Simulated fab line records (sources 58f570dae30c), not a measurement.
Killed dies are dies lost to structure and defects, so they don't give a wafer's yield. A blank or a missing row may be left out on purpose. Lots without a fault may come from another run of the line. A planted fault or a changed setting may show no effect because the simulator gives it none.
Struck lot and sound lot, side by side	flow berkeley-cmos170	19 out of 331 route steps
Sound: these wafers, L645.1, L645.4, L645.5. Wafers struck: L653.1, L653.4, L653.5. The cause comes at the end.
Order at every step that has rows: each side's tool, ch and its chambers, its first start. Under that, the readings that differ: sound wafers	struck wafers	difference of the means	sigmas: that difference in standard deviations of wafers without a fault.
alike: a reading whose means differ by less than 2 such deviations, as well as words and numbers matching on both sides. not compared: withheld readings; readings where some wafer has no value; bounds like >300 that might hide an equal value; numbers whose values overlap and for which the record gives no deviation.
A row with sigmas, a row that says differs or no value, or rows on one side alone: a step with any of these is where the two part. Non-overlapping numbers with no deviation appear without sigmas and do not part them. A reading missing from all wafers of one side parts the sides only when that side holds two or more wafers.

UCB170_CONTACT_OVL_MEAS_16:
  sound on overlay-01 at day 7 05:42; struck on overlay-01 at day 8 15:59
  alike: CONTACT_OVL
UCB170_CONTACT_ETCH_17: etches BARC in N2/H2.
  sound on rie-diel-04 ch 0,1,2, day 7 05:44; struck on rie-diel-04 ch 0,2,3, day 8 16:01
  alike: drypump-motor-current-A, h2-flow-sccm, oes-product-au, throttle-valve-pct
UCB170_CONTACT_ETCH_18: etches PSG in CHF3/CF4/Ar, stops on TiSi2, target depth 840 nm, time 195 s.
  sound: rie-diel-04 ch 0,1,2; struck: rie-diel-04 ch 0,2,3
  alike: drypump-motor-current-A, oes-product-au, throttle-valve-pct
  not compared: rf-hours-counter-h
UCB170_CONTACT_STRIP_19: strips in O2.
  sound on plasma-asher-03 ch 0,1, day 7 05:55; struck on plasma-asher-01 ch 0,1, day 8 16:11
reading	sound	struck	difference	sigmas
o2-flow-sccm (sccm)	397.5 399.6 398.2	400.9 402.4 400.0	+2.7	+2
  alike: drypump-motor-current-A, oes-product-au
  not compared: rf-hours-counter-h
UCB170_CONTACT_CD_MEAS_90: the cd target is 700 nm.
  sound on cd-sem-02 at day 7 06:01; struck on cd-sem-01 at day 8 16:20
  alike: cd-nm
then, 1 step without rows for these wafers: UCB170_CONTACT_CLEAN_20 (cleans in SPM, time 600 s).
UCB170_M1_SPUTTER_00: material Al, target thk 600 nm, time 80 s.
  sound on pvd-sputter-01 at day 7 06:19; struck on pvd-sputter-01 at day 8 16:38
  alike: cathode-dc-power-W, throttle-valve-pct
UCB170_M1_RS_MEAS_01: a four-point-probe measurement.
  sound on film-metro-01 at day 7 06:23; struck on film-metro-01 at day 8 16:41
reading	sound	struck	difference	sigmas
M1_AL_RS (ohm/sq)	0.0523 0.0524 0.0516	0.0506 0.0503 0.0502	-0.0017	-3
UCB170_M1_THK_MEAS_02: measures by xrf.
  sound on film-metro-01 at day 7 06:30; struck on film-metro-01 at day 8 16:49
reading	sound	struck	difference	sigmas
M1_AL_THK (nm)	544 545 555	568 570 571	+22	+3
then, 3 steps without rows for these wafers: UCB170_M1_COAT_03; UCB170_M1_COAT_04 (resist thk 900 nm); UCB170_M1_SOFTBAKE_05 (time 60 s).
UCB170_M1_EXPOSE_06: exposes mask METAL1, target cd 700 nm.
  sound on krf-scanner-01 ch 0, day 7 07:08; struck on krf-scanner-01 ch 0, day 8 17:19
reading	sound	struck	difference	sigmas
model.M1.overlay-x-nm (nm)	0.4202 0.4202 0.4202	49.08 49.08 49.08	+48.66	
  alike: mask
then, 2 steps without rows for these wafers: UCB170_M1_PEB_07; UCB170_M1_DEVELOP_08 (develop time 45 s).
UCB170_M1_CD_MEAS_09: the cd target is 700 nm.
  sound on cd-sem-01 at day 7 07:50; struck on cd-sem-02 at day 8 18:21
  alike: cd-nm
UCB170_M1_OVL_MEAS_10:
  sound on overlay-02 at day 7 07:58; struck on overlay-02 at day 8 18:28
reading	sound	struck	difference	sigmas
M1_OVL (nm)	-3 -2 -3	57 59 53	+59	+11
UCB170_M1_ETCH_11: etches BARC in N2/H2.
  sound on rie-diel-02 ch 0,1,3, day 7 08:00; struck on rie-diel-01 ch 0,1,2, day 8 18:31
  alike: drypump-motor-current-A, h2-flow-sccm, oes-product-au, throttle-valve-pct
next, for these wafers, 1 step has no rows: UCB170_M3_PROBE_99.

== WHERE THEY PART ==
Earliest at UCB170_CONTACT_STRIP_19; latest, in this record, at UCB170_M1_OVL_MEAS_10. Later steps at which nothing parts them and some readings are alike: UCB170_M1_ETCH_11.

WHY: what had been put in by the simulator
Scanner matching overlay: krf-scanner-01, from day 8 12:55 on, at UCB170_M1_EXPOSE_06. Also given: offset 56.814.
